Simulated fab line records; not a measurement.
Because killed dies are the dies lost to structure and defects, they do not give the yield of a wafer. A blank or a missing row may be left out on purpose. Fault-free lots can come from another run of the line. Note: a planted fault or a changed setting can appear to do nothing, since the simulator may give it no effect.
Split-lot study | flow berkeley_cmos170 | 5 lots, 23 wafers read, on a route of 331 steps

## THE SPLIT
At UCB170_NWELL_OXIDATION_01 (target thk 26.4 nm, ox time 1260 s), the setting temp_c was moved away from the recipe's 1000 C on 15 of the 23 wafers read, by +0.9% to +1.6%. All remaining wafers had this setting at the recipe value.

There is no step in the file separating the split from the reading.

## THE READING
NWELL_OXIDE_THK, in nm, at UCB170_NWELL_THK_MEAS_02. Typical for fault-free wafers on this fab line: 26.7 nm, with standard deviation 0.41 nm.

wafer  | tool, chamber at the split | temp_c as run, C | against the recipe | NWELL_OXIDE_THK, nm | against lot-mates on the recipe
L074.1 | furnace-01, 0              | 1000             | recipe             | 27.1                | -
L074.3 | furnace-01, 0              | 1000             | recipe             | 27.3                | -
L074.4 | furnace-01, 0              | 1000             | recipe             | 27.5                | -
L077.1 | -, -                       | 1009             | +0.9%              | 29.1                | no lot-mate on the recipe
L077.2 | -, -                       | 1009             | +0.9%              | 29.6                | no lot-mate on the recipe
L077.4 | -, -                       | 1009             | +0.9%              | 29.6                | no lot-mate on the recipe
L077.5 | -, -                       | 1009             | +0.9%              | 29.1                | no lot-mate on the recipe
L077.6 | -, -                       | 1009             | +0.9%              | 29.4                | no lot-mate on the recipe
L081.1 | -, -                       | 1016             | +1.6%              | 30.5                | no lot-mate on the recipe
L081.2 | -, -                       | 1016             | +1.6%              | 30.6                | no lot-mate on the recipe
L081.4 | -, -                       | 1016             | +1.6%              | 30.8                | no lot-mate on the recipe
L081.5 | -, -                       | 1016             | +1.6%              | 30.9                | no lot-mate on the recipe
L081.6 | -, -                       | 1016             | +1.6%              | 30.3                | no lot-mate on the recipe
L083.1 | -, -                       | 1000             | recipe             | 26.5                | -
L083.2 | -, -                       | 1000             | recipe             | 27.0                | -
L083.4 | -, -                       | 1000             | recipe             | 26.4                | -
L083.5 | -, -                       | 1000             | recipe             | 26.4                | -
L083.6 | -, -                       | 1000             | recipe             | 26.3                | -
L085.1 | -, -                       | 1010             | +1.0%              | 28.7                | no lot-mate on the recipe
L085.2 | -, -                       | 1010             | +1.0%              | 28.6                | no lot-mate on the recipe
L085.3 | -, -                       | 1010             | +1.0%              | 28.4                | no lot-mate on the recipe
L085.4 | -, -                       | 1010             | +1.0%              | 28.8                | no lot-mate on the recipe
L085.5 | -, -                       | 1010             | +1.0%              | 28.9                | no lot-mate on the recipe

THE FIT
A straight line over all 23 wafers: NWELL_OXIDE_THK changes by +2.34 nm for each +1% of temp_c; r = +0.96; the points scatter about the line by 0.45 nm.
Too few moved wafers have a lot-mate on the recipe to fit a line with each lot's own level taken away.

## THE WHOLE CHAIN: every reading that the file lists as answering this split, in the file's order
step                      | what it does                       | reading                                                                            | change (the file's fit)              | r (the file's)
UCB170_NWELL_OXIDATION_01 | target thk 26.4 nm, ox time 1260 s | SiO2_of_NWELL_OXIDATION_01.thk_nm (the simulator's own value, which no gauge read) | +2.34 nm for each +1% of the setting | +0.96
UCB170_NWELL_THK_MEAS_02  |                                    | NWELL_OXIDE_THK                                                                    | +2.33 for each +1% of the setting    | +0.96

## FILE'S OWN FIT
NWELL_OXIDE_THK changes by +2.33 nm for each +1% of temp_c, r = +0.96.
